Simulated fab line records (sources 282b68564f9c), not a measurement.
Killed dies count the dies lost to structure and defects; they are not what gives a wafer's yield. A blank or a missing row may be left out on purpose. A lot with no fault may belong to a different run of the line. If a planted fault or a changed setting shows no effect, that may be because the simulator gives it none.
Which tool is to blame?    flow rit_cmos    13 lots with 39 wafers sampled at 3 steps, on a route of 202 steps

WHAT THE GAUGES SHOWED, per wafer
RIT_FOX2_THK_MEAS_90.
lot   measured     on             FIELD_OXIDE_LEFT_1_THK (nm)
L868  day 1 21:11  film_metro-01  323 326 315
L869  day 2 02:07  film_metro-02  323 333 323
L870  day 2 09:39  film_metro-04  314 315 315
L871  day 2 15:17  film_metro-02  324 316 320
L873  day 2 23:05  film_metro-04  321 317 316
L874  day 3 06:12  film_metro-04  316 316 316
L878  day 3 21:34  film_metro-01  313 316 320
L884  day 5 04:28  film_metro-04  293 289 291
L885  day 5 08:18  film_metro-01  323 313 322
L886  day 5 14:52  film_metro-04  317 324 318
L888  day 6 00:19  film_metro-04  319 315 324
L890  day 6 10:23  film_metro-04  326 325 332
L891  day 6 14:11  film_metro-04  329 328 330

RIT_FOX2_THK_MEAS_91.
lot   measured     on             FIELD_OXIDE_LEFT_2_THK (nm)
L868  day 2 10:13  film_metro-04  256 259 248
L869  day 2 16:10  film_metro-04  255 265 255
L870  day 2 23:22  film_metro-01  246 248 247
L871  day 3 07:20  film_metro-04  256 248 252
L873  day 3 13:02  film_metro-01  251 248 247
L874  day 3 18:39  film_metro-02  249 249 249
L878  day 4 10:53  film_metro-01  244 247 252
L884  day 5 16:41  film_metro-02  224 220 222
L885  day 5 21:33  film_metro-04  255 245 254
L886  day 6 03:22  film_metro-04  249 255 250
L888  day 6 12:34  film_metro-01  252 247 256
L890  day 6 22:34  film_metro-01  257 257 264
L891  day 7 02:43  film_metro-02  262 260 262

TOOL THAT RAN EACH LOT (tool first, then ch and the chambers of the sampled wafers, then the start)
lot   RIT_FOX2_CLEAN_02
L868  wet_bench-02 ch 0, day 1 20:17
L869  wet_bench-02 ch 2, day 2 01:17
L870  wet_bench-04 ch 0, day 2 08:50
L871  wet_bench-02 ch 1, day 2 14:28
L873  wet_bench-04 ch 3, day 2 22:15
L874  wet_bench-04 ch 1, day 3 05:23
L878  wet_bench-02 ch 2, day 3 20:40
L884  wet_bench-02 ch 1, day 5 03:35
L885  wet_bench-04 ch 0, day 5 07:23
L886  wet_bench-04 ch 0, day 5 13:17
L888  wet_bench-03 ch 3, day 5 23:30
L890  wet_bench-04 ch 1, day 6 09:29
L891  wet_bench-04 ch 0, day 6 13:22
- RIT_FOX2_CLEAN_02: cleans in dHF, time 180 s.

AS READ BY THE TOOLS THEMSELVES (means over the sampled wafers that have a number; for cases with no such wafer, the mark the record gives instead)
RIT_FOX2_CLEAN_02.
lot   tool          run_length_s (s)
L868  wet_bench-02  211
L869  wet_bench-02  205
L870  wet_bench-04  206
L871  wet_bench-02  205
L873  wet_bench-04  208
L874  wet_bench-04  206
L878  wet_bench-02  213
L884  wet_bench-02  571
L885  wet_bench-04  213
L886  wet_bench-04  214
L888  wet_bench-03  205
L890  wet_bench-04  206
L891  wet_bench-04  206

THE ANSWER, worked out from the rows above alone
Rule: the lots themselves supply what counts as usual. Put in order of their means at a reading, lots are off if they are a third of the lots or fewer, leave a main group of 4 or more, and stand apart from it by a gap of 3 or more times the standard deviation of the main group's means; of several such gaps the widest counts. The tables above print the reading to a certain number of digits; a main group whose means all agree to those digits is not used. Also off: a lot with no number at a reading for which 4 or more lots have one. Where the step has rows for the other lots, those lots are counted as sound. Order of review: gauges by route order, followed by the tools' own readings, for which a lot's mean as printed above is used. The first step at which some lot is off is used, and at that step the reading that is off furthest; a lot without a number counts as furthest.
Off: L884, at RIT_FOX2_THK_MEAS_90 (FIELD_OXIDE_LEFT_1_THK). The main group has a mean of 321 nm with a standard deviation of 4.5.
If a tool, at a process step before that reading, ran all the lots that are off and no sound lot after the first of them, it fits. Not tried: the gauges at RIT_FOX2_THK_MEAS_90; whatever is off there is also off at RIT_FOX2_THK_MEAS_91, on other tools, and gauge error can't account for it. One fits: wet_bench-02 at RIT_FOX2_CLEAN_02. A fault onset in the window from L878 (day 3 20:40, its last sound lot) to L884 (day 5 03:35, its first lot off) fits.
On the lots that are off, the tool's own readings at RIT_FOX2_CLEAN_02 differ by more than 5 times the standard deviation of the sound lots' means, which bears it out; run_length_s reads 571 s there versus 208 s on the sound lots.

WHAT WAS PUT IN BY THE SIMULATOR
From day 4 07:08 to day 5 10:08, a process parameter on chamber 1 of wet_bench-02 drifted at RIT_FOX2_CLEAN_02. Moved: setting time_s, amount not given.
Struck lots among those shown: L884. The rule above found the same.
